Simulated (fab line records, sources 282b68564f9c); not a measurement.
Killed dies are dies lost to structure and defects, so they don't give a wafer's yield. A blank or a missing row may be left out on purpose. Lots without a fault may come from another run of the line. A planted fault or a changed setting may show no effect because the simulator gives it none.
A struck lot beside a sound one | flow rit_cmos | 33 steps out of a route of 202
Sound: wafers L881.2, L881.4, L881.6. Struck: wafers L871.2, L871.5, L871.6. The cause comes at the end.
At each step with rows: each side's tool, then ch and its chambers, then its first start. Under that, the readings that differ: sound wafers | struck wafers | difference of the means | sigmas: that difference in standard deviations of wafers without a fault.
alike: readings whose means differ by less than 2 such deviations, and words and numbers that are the same on both sides. not compared: withheld readings, readings that some wafer has no value for, bounds like >300 that may hide the same value, and numbers for which the record gives no deviation and whose values overlap.
The two part at a step that has a row with sigmas, a row that says differs or no value, or rows on one side only. Numbers that don't overlap but have no deviation are shown without sigmas and don't part them. A reading that every wafer of one side lacks parts them only if that side has two wafers or more.

RIT_ACTIVE_BOW_MEAS_00:
  sound on film_metro-02, day 5 09:01; struck on film_metro-04, day 3 07:01
  alike: INCOMING_BOW
RIT_ACTIVE_OXIDATION_01: target thk 46.8 nm, ox time 3360 s.
  sound on furnace-03 ch 0, day 5 12:07; struck on furnace-04 ch 0, day 3 08:07
  reading                                       | sound             | struck           | difference | sigmas
  zone_power_source_pct (%)                     | 33.9 33.4 33.2    | 30.9 30.5 30.3   | -2.9       | -2
  model.SiO2_of_ACTIVE_OXIDATION_01.thk_nm (nm) | 46.77 46.04 46.48 | 29.46 29.26 29.6 | -16.99     |
  alike: ox_temp_c, tube_center_temp_C_max
RIT_ACTIVE_THK_MEAS_02:
  sound on film_metro-03, day 5 14:04; struck on film_metro-03, day 3 10:04
  reading               | sound          | struck         | difference | sigmas
  ACTIVE_OXIDE_THK (nm) | 46.8 46.1 46.6 | 29.4 29.2 29.6 | -17.1      | -20
then, 1 step without rows for these wafers: RIT_ACTIVE_CVD_03 (deposits Si3N4 from SiH2Cl2/NH3, target thk 150 nm, time 1500 s).
RIT_ACTIVE_THK_MEAS_04:
  sound on film_metro-02, day 5 15:32; struck on film_metro-02, day 3 11:32
  alike: ACTIVE_NITRIDE_THK
then, 6 steps without rows for these wafers: RIT_ACTIVE_HMDS_05 (prime time 60 s); RIT_ACTIVE_COAT_06 (resist thk 1000 nm); RIT_ACTIVE_SOFTBAKE_07 (time 60 s); RIT_ACTIVE_EXPOSE_08 (exposes mask M1, target cd 1400 nm); RIT_ACTIVE_PEB_09; RIT_ACTIVE_DEVELOP_10 (develop time 50 s).
RIT_ACTIVE_CD_MEAS_11: target cd 1400 nm.
  sound on cd_sem-01, day 5 16:28; struck on cd_sem-01, day 3 12:28
  alike: cd_nm
then, 1 step without rows for these wafers: RIT_ACTIVE_HARDBAKE_12 (time 60 s).
RIT_ACTIVE_ETCH_13: etches Si3N4 in SF6, stops on SiO2, time 210 s, target depth 210 nm.
  sound on rie_diel-02 ch 0,1,3, day 5 16:43; struck on rie_diel-02 ch 0,1,3, day 3 12:43
  alike: SF6_flow_sccm, drypump_motor_current_A, oes_product_au, throttle_valve_pct
  not compared: rf_hours_counter_h
RIT_ACTIVE_STRIP_14: strips in O2, time 180 s.
  sound on plasma_asher-01 ch 0,1, day 5 16:51; struck on plasma_asher-01 ch 0,1, day 3 12:51
  alike: drypump_motor_current_A, o2_flow_sccm
  not compared: rf_hours_counter_h
RIT_ACTIVE_CD_MEAS_90: target cd 1400 nm.
  sound on cd_sem-01, day 5 17:02; struck on cd_sem-01, day 3 13:02
  alike: cd_nm
then, 4 steps without rows for these wafers: RIT_ACTIVE_CLEAN_15 (cleans in SC1, time 575.9 s); RIT_ACTIVE_CLEAN_16 (cleans in dHF, time 30 s); RIT_ACTIVE_CLEAN_17 (cleans in SC2, time 600 s); RIT_FOX1_OXIDATION_00 (target thk 350.7 nm, ox time 1130 s).
RIT_FOX1_THK_MEAS_01:
  sound on film_metro-03, day 5 22:08; struck on film_metro-03, day 3 16:41
  alike: FOX1_OXIDE_THK
then, 2 steps without rows for these wafers: RIT_FOX1_WET_ETCH_02 (etches SiO2 in BOE, target depth 350 nm, time 390 s); RIT_FOX2_OXIDATION_00 (target thk 350.7 nm, ox time 1130 s).
RIT_FOX2_THK_MEAS_01:
  sound on film_metro-01, day 6 00:45; struck on film_metro-01, day 3 18:48
  alike: FOX2_OXIDE_THK
then, 1 step without rows for these wafers: RIT_FOX2_CLEAN_02 (cleans in dHF, time 180 s).
RIT_FOX2_WET_ETCH_03: etches Si3N4 in H3PO4, target depth 195 nm, time 2700 s.
  sound on wet_bench-01 ch 2, day 6 00:52; struck on wet_bench-02 ch 0, day 3 18:55
  reading                                       | sound             | struck            | difference | sigmas
  model.SiO2_of_ACTIVE_OXIDATION_01.thk_nm (nm) | 40.45 40.87 41.27 | 25.16 26.04 26.33 | -15.02     |
  alike: bath_guard_temp_C
RIT_FOX2_THK_MEAS_90:
  sound on film_metro-04, day 6 01:42; struck on film_metro-03, day 3 19:41
  alike: FIELD_OXIDE_LEFT_1_THK
then, 4 steps without rows for these wafers: RIT_NWELL_HMDS_00 (prime time 60 s); RIT_NWELL_COAT_01 (resist thk 1300 nm); RIT_NWELL_SOFTBAKE_02 (time 60 s); RIT_NWELL_EXPOSE_03 (exposes mask M2, target cd 43900 nm).
RIT_GATE_ETCH_19: etches poly-Si in SF6/CHF3/O2, stops on SiO2, time 165 s, target depth 312.5 nm.
  sound on rie_si-02 ch 0,1,2, day 6 21:39; struck on rie_si-01 ch 0,3, day 4 20:10
  reading               | sound             | struck            | difference | sigmas
  oes_product_au (a.u.) | 0.838 0.830 0.812 | 0.845 0.859 0.856 | +0.027     | +2
  model.GATE.cd_nm (nm) | 152.4 151.4 151.7 | 165.9 165.5 168.2 | +14.7      |
  alike: SF6_flow_sccm, drypump_motor_current_A, throttle_valve_pct
  not compared: rf_hours_counter_h
RIT_M1_PROBE_99:
  the record has rows for the struck wafers here (prober-01, day 5 18:35) and none for the sound ones

WHERE THEY PART
First at RIT_ACTIVE_OXIDATION_01; last, within this record, at RIT_M1_PROBE_99.

WHY: what the simulator had put in
Process parameter drift: furnace-04, from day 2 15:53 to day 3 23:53, at RIT_ACTIVE_OXIDATION_01. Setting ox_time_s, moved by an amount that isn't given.
